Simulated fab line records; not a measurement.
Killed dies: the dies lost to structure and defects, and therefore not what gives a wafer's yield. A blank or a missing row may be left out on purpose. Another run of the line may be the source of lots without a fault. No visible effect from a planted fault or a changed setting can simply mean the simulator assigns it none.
Split-lot trial / flow berkeley cmos170 / on a route of 331 steps: 5 lots, 27 wafers read

== ABOUT THE SPLIT ==
At UCB170_NLDD_DEVELOP_05 (develop time 45 s), the setting develop time s was moved away from the recipe's 45 s on 9 of the 27 wafers read, by -28.2% to +37.3%. This setting was run at the recipe's value on the other wafers.

Split to reading: the file shows no intervening step.

== THE READING ==
cd nm (nm) at UCB170_NLDD_CD_MEAS_06, where the cd target is 1200 nm. Typical for fault-free wafers on this fab line: 1199.6 nm, with standard deviation 1.1 nm.

wafer=L078.1; tool, chamber at the split=litho track-04, 0; develop time s as run, s=45; against the recipe=recipe; cd nm, nm=1199.7; against lot-mates on the recipe=-
wafer=L078.2; tool, chamber at the split=litho track-04, 0; develop time s as run, s=36.2; against the recipe=-19.6%; cd nm, nm=1197.9; against lot-mates on the recipe=-1.8
wafer=L078.3; tool, chamber at the split=litho track-04, 0; develop time s as run, s=45; against the recipe=recipe; cd nm, nm=1199.3; against lot-mates on the recipe=-
wafer=L078.4; tool, chamber at the split=litho track-04, 0; develop time s as run, s=45; against the recipe=recipe; cd nm, nm=1200.0; against lot-mates on the recipe=-
wafer=L078.5; tool, chamber at the split=litho track-04, 0; develop time s as run, s=36.2; against the recipe=-19.6%; cd nm, nm=1197.4; against lot-mates on the recipe=-2.3
wafer=L078.6; tool, chamber at the split=litho track-04, 0; develop time s as run, s=36.2; against the recipe=-19.6%; cd nm, nm=1199.0; against lot-mates on the recipe=-0.7
wafer=L077.2; tool, chamber at the split=litho track-04, 0; develop time s as run, s=45; against the recipe=recipe; cd nm, nm=1200.6; against lot-mates on the recipe=-
wafer=L077.3; tool, chamber at the split=litho track-04, 0; develop time s as run, s=45; against the recipe=recipe; cd nm, nm=1200.3; against lot-mates on the recipe=-
wafer=L077.6; tool, chamber at the split=litho track-04, 0; develop time s as run, s=45; against the recipe=recipe; cd nm, nm=1200.1; against lot-mates on the recipe=-
wafer=L079.1; tool, chamber at the split=litho track-01, 0; develop time s as run, s=45; against the recipe=recipe; cd nm, nm=1200.2; against lot-mates on the recipe=-
wafer=L079.2; tool, chamber at the split=litho track-01, 0; develop time s as run, s=61.78; against the recipe=+37.3%; cd nm, nm=1202.6; against lot-mates on the recipe=+2.7
wafer=L079.3; tool, chamber at the split=litho track-01, 0; develop time s as run, s=45; against the recipe=recipe; cd nm, nm=1199.7; against lot-mates on the recipe=-
wafer=L079.4; tool, chamber at the split=litho track-01, 0; develop time s as run, s=45; against the recipe=recipe; cd nm, nm=1199.9; against lot-mates on the recipe=-
wafer=L079.5; tool, chamber at the split=litho track-01, 0; develop time s as run, s=61.78; against the recipe=+37.3%; cd nm, nm=1202.3; against lot-mates on the recipe=+2.4
wafer=L079.6; tool, chamber at the split=litho track-01, 0; develop time s as run, s=61.78; against the recipe=+37.3%; cd nm, nm=1201.6; against lot-mates on the recipe=+1.7
wafer=L084.1; tool, chamber at the split=litho track-01, 0; develop time s as run, s=45; against the recipe=recipe; cd nm, nm=1201.0; against lot-mates on the recipe=-
wafer=L084.2; tool, chamber at the split=litho track-01, 0; develop time s as run, s=45; against the recipe=recipe; cd nm, nm=1201.4; against lot-mates on the recipe=-
wafer=L084.3; tool, chamber at the split=litho track-01, 0; develop time s as run, s=32.32; against the recipe=-28.2%; cd nm, nm=1199.4; against lot-mates on the recipe=-1.7
wafer=L084.4; tool, chamber at the split=litho track-01, 0; develop time s as run, s=32.32; against the recipe=-28.2%; cd nm, nm=1197.8; against lot-mates on the recipe=-3.3
wafer=L084.5; tool, chamber at the split=litho track-01, 0; develop time s as run, s=45; against the recipe=recipe; cd nm, nm=1200.8; against lot-mates on the recipe=-
wafer=L084.6; tool, chamber at the split=litho track-01, 0; develop time s as run, s=32.32; against the recipe=-28.2%; cd nm, nm=1198.7; against lot-mates on the recipe=-2.4
wafer=L083.1; tool, chamber at the split=litho track-01, 0; develop time s as run, s=45; against the recipe=recipe; cd nm, nm=1198.6; against lot-mates on the recipe=-
wafer=L083.2; tool, chamber at the split=litho track-01, 0; develop time s as run, s=45; against the recipe=recipe; cd nm, nm=1197.4; against lot-mates on the recipe=-
wafer=L083.3; tool, chamber at the split=litho track-01, 0; develop time s as run, s=45; against the recipe=recipe; cd nm, nm=1198.6; against lot-mates on the recipe=-
wafer=L083.4; tool, chamber at the split=litho track-01, 0; develop time s as run, s=45; against the recipe=recipe; cd nm, nm=1197.6; against lot-mates on the recipe=-
wafer=L083.5; tool, chamber at the split=litho track-01, 0; develop time s as run, s=45; against the recipe=recipe; cd nm, nm=1197.6; against lot-mates on the recipe=-
wafer=L083.6; tool, chamber at the split=litho track-01, 0; develop time s as run, s=45; against the recipe=recipe; cd nm, nm=1198.2; against lot-mates on the recipe=-

THE FIT
A straight line over all 27 wafers: cd nm changes by +0.0594 nm for each +1% of develop time s; r = +0.68; the points scatter about the line by 1.1 nm.
The same after taking each lot's own level away (the mean of its wafers on the recipe; 27 wafers): +0.0706 nm for each +1%; r = +0.93; scatter 0.49 nm.
The reading moves by 2.6 nm for the largest change in develop time s, on that fit.
The span of the lots' own levels, 1198.00 to 1201.07 nm, comes to 2.8 times the standard deviation stated above.
So the lot-to-lot level blurs the effect unless lot-mates are compared.
Check: +2.48 nm against its lot-mates is what the line predicts for one of the wafers moved furthest among these (+37.3%) when that wafer is left out of the fit. Against them it came out at +2.67 nm.

== FURTHER SPLITS ON THESE WAFERS ==
Before the reading, these wafers also passed through other splits. Each is held against what the fit with the lots' levels taken away leaves over:
other split on the same wafers=UCB170_START_OXIDATION_02 ox time s; wafers away from the commonest value=18; r with cd nm (lot level and that fit taken away)=-0.06
other split on the same wafers=UCB170_ZERO_ETCH_06 time s; wafers away from the commonest value=9; r with cd nm (lot level and that fit taken away)=-0.12
other split on the same wafers=UCB170_ACTIVE_ETCH_15 time s; wafers away from the commonest value=12; r with cd nm (lot level and that fit taken away)=-0.02

== FILE'S OWN FIT ==
cd nm changes by +0.0717 nm for each +1% of develop time s, r = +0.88.
